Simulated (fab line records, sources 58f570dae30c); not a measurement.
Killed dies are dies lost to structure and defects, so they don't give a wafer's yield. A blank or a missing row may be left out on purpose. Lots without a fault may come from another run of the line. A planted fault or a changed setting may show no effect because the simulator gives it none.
Split-lot experiment | flow berkeley_cmos170 | 5 lots, 23 wafers read, on a route of 331 steps

THE SPLIT
At UCB170_ACTIVE_ETCH_15 (etches Si3N4 in CH3F/Ar/O2, stops on SiO2, target depth 242 nm, time 151 s), the setting time_s was moved away from the recipe's 151 s on 10 of the 23 wafers read, by -9.8% to +6.2%. The other wafers ran this setting at the recipe's value.

The reading is taken at the split's own step.

THE READING
KrF_of_ACTIVE_COAT_08.thk_nm (the simulator's own value, which no gauge read), in nm, at UCB170_ACTIVE_ETCH_15 (etches Si3N4 in CH3F/Ar/O2, stops on SiO2, target depth 242 nm, time 151 s). The file gives no usual value for it. The 13 wafers here that ran the recipe average 725.4 nm, standard deviation 2.1 nm.

wafer  | tool, chamber at the split | time_s as run, s | against the recipe | KrF_of_ACTIVE_COAT_08.thk_nm, nm | against lot-mates on the recipe
L074.1 | rie_diel-02, 0             | 151              | recipe             | 726.2                            | -
L074.2 | rie_diel-02, 3             | 151              | recipe             | 728.7                            | -
L074.3 | rie_diel-02, 2             | 151              | recipe             | 729.9                            | -
L074.4 | rie_diel-02, 2             | 141.6            | -6.2%              | 737                              | +8.7
L074.6 | rie_diel-02, 3             | 141.6            | -6.2%              | 736.3                            | +8.0
L078.1 | rie_diel-01, 1             | 136.2            | -9.8%              | 742                              | +16.1
L078.3 | rie_diel-01, 0             | 151              | recipe             | 726.5                            | -
L078.4 | rie_diel-01, 3             | 136.2            | -9.8%              | 739                              | +13.1
L078.5 | rie_diel-01, 0             | 151              | recipe             | 725.3                            | -
L078.6 | rie_diel-01, 1             | 136.2            | -9.8%              | 746.3                            | +20.4
L080.1 | rie_diel-02, 2             | 151              | recipe             | 726.3                            | -
L080.2 | rie_diel-02, 3             | 151              | recipe             | 724.4                            | -
L080.3 | rie_diel-02, 1             | 158.5            | +5.0%              | 713.4                            | -11.3
L080.4 | rie_diel-02, 0             | 151              | recipe             | 723.3                            | -
L080.6 | rie_diel-02, 0             | 158.5            | +5.0%              | 719.2                            | -5.5
L082.1 | rie_diel-01, 0             | 151              | recipe             | 722.7                            | -
L082.2 | rie_diel-01, 3             | 151              | recipe             | 722.8                            | -
L082.4 | rie_diel-01, 1             | 151              | recipe             | 724.2                            | -
L085.1 | rie_diel-02, 1             | 151              | recipe             | 724.5                            | -
L085.2 | rie_diel-02, 0             | 160.3            | +6.2%              | 717.2                            | -7.8
L085.4 | rie_diel-02, 2             | 160.3            | +6.2%              | 717.1                            | -7.9
L085.5 | rie_diel-02, 1             | 160.3            | +6.2%              | 710.9                            | -14.1
L085.6 | rie_diel-02, 0             | 151              | recipe             | 725.6                            | -

THE FIT
A straight line over all 23 wafers: KrF_of_ACTIVE_COAT_08.thk_nm changes by -1.74 nm for each +1% of time_s; r = -0.96; the points scatter about the line by 2.5 nm.
The same after taking each lot's own level away (the mean of its wafers on the recipe; 23 wafers): -1.62 nm for each +1%; r = -0.97; scatter 2.1 nm.
On that fit, the largest move of time_s shifts the reading by 16 nm.
The lots' own levels span 723.23 to 728.27 nm, that is 2.4 times the standard deviation above.
So the lot-to-lot level changes the slope little: the two slopes agree.
Check: with one of the wafers moved furthest among these (-9.8%) left out of the fit, the line predicts +15.8 nm for it against its lot-mates. It came out at +16.1 nm against them.

OTHER SPLITS ON THESE WAFERS
These wafers also went through other splits before the reading. Each is held against what the fit with the lots' levels taken away leaves over:
other split on the same wafers     | wafers away from the commonest value | r with KrF_of_ACTIVE_COAT_08.thk_nm (lot level and that fit taken away)
UCB170_NWELL_CVD_04 pressure_mtorr | 18                                   | +0.02
UCB170_NWELL_IMPLANT_14 dose_cm2   | 11                                   | +0.18
UCB170_PWELL_IMPLANT_15 energy_kev | 11                                   | -0.24

THE WHOLE CHAIN: every reading that the file lists as answering this split, in the file's order
step                   | what it does                                                               | reading                                                                       | change (the file's fit)              | r (the file's)
UCB170_ACTIVE_ETCH_15  | etches Si3N4 in CH3F/Ar/O2, stops on SiO2, target depth 242 nm, time 151 s | KrF_of_ACTIVE_COAT_08.thk_nm (the simulator's own value, which no gauge read) | -1.61 nm for each +1% of the setting | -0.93
UCB170_ACTIVE_STRIP_16 | strips in O2                                                               | strip_time_to_endpoint_s                                                      | withheld for each +1% of the setting | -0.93

THE FILE'S OWN FIT
KrF_of_ACTIVE_COAT_08.thk_nm changes by -1.61 nm for each +1% of time_s, r = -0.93.
